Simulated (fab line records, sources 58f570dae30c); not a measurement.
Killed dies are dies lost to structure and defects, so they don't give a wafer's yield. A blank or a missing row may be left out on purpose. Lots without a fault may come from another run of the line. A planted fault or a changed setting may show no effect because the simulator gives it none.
Problem report in the 8D (eight disciplines) form, filled by code | flow berkeley_cmos170 | the parts of the form that need people (team, actions taken, sign-off) are left out

1. THE PROBLEM
developer_temp_C at UCB170_ACTIVE_DEVELOP_12 reads a mean of 23.14 C on 6 wafers of 2 lots; wafers without a fault read 21.01 C with a standard deviation of 0.11. That is +19 standard deviations from the usual mean.
The step: develop time 45 s.
First seen on wafer L612.3, day 9 10:00, on litho_track-01. The record holds 42 wafers of 14 lots with a number at this step. Rule for "out", or "out of limits": more than 4 standard deviations from the usual mean. The other wafers with a number count as sound.

2. WHAT IT IS AND WHAT IT IS NOT
question                    | is                     | is not
which readings at this step | developer_temp_C       | -
which lots                  | L612, L613             | L592, L594, L595, L597, L598, L600, L601, L602, L603, L604, L609, L614
which wafers of those lots  | all that have a number | -
read on which tools         | litho_track-01         | litho_track-03, litho_track-04
when                        | from day 9 10:00       | up to then (33 sound wafers); but 3 sound wafers of L614 came after

3. SUSPECTS, AND WHAT RULES EACH OUT
Counting: a tool at a process step up to the reading stays a suspect if it ran every lot that is out and no sound lot after the first of them.
- litho_track-01 at UCB170_ACTIVE_DEVELOP_12 (develop time 45 s): kept. It ran every lot that is out, first L612 (day 9 10:00), and no sound lot after that; its last sound lot up to then is L609 (day 8 17:00). Its own readings are out on those wafers: developer_temp_C.
Left after counting: litho_track-01 at UCB170_ACTIVE_DEVELOP_12.

4. THE CAUSE (what the simulator had put in)
Process parameter drift: litho_track-01, from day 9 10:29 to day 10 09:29, at UCB170_ACTIVE_DEVELOP_12. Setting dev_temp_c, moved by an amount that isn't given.
Counting left only this tool.

5. THE CHAIN OF EFFECTS, in route order
Each row: a reading whose mean over the struck wafers that have a number lies more than 3 standard deviations from the usual. Only readings for which the record gives a usual standard deviation are gone through. hours: the time from each lot's start at the first step in this table that gives one to its start at this step, as a median over the lots. sigmas: the change in usual standard deviations.
hours | step                     | reading          | usual   | on struck wafers | change | sigmas
0     | UCB170_ACTIVE_DEVELOP_12 | developer_temp_C | 21.01 C | 23.14            | +2.13  | +19
The process steps in it:
- UCB170_ACTIVE_DEVELOP_12: develop time 45 s.
Later measuring or inspecting steps at which every struck wafer that the step has a row for has a number for every such reading, and none has moved that far: UCB170_ACTIVE_CD_MEAS_13.

6. WHAT WOULD HAVE CAUGHT IT SOONER
In this record the first reading out of limits was taken at day 9 10:00.
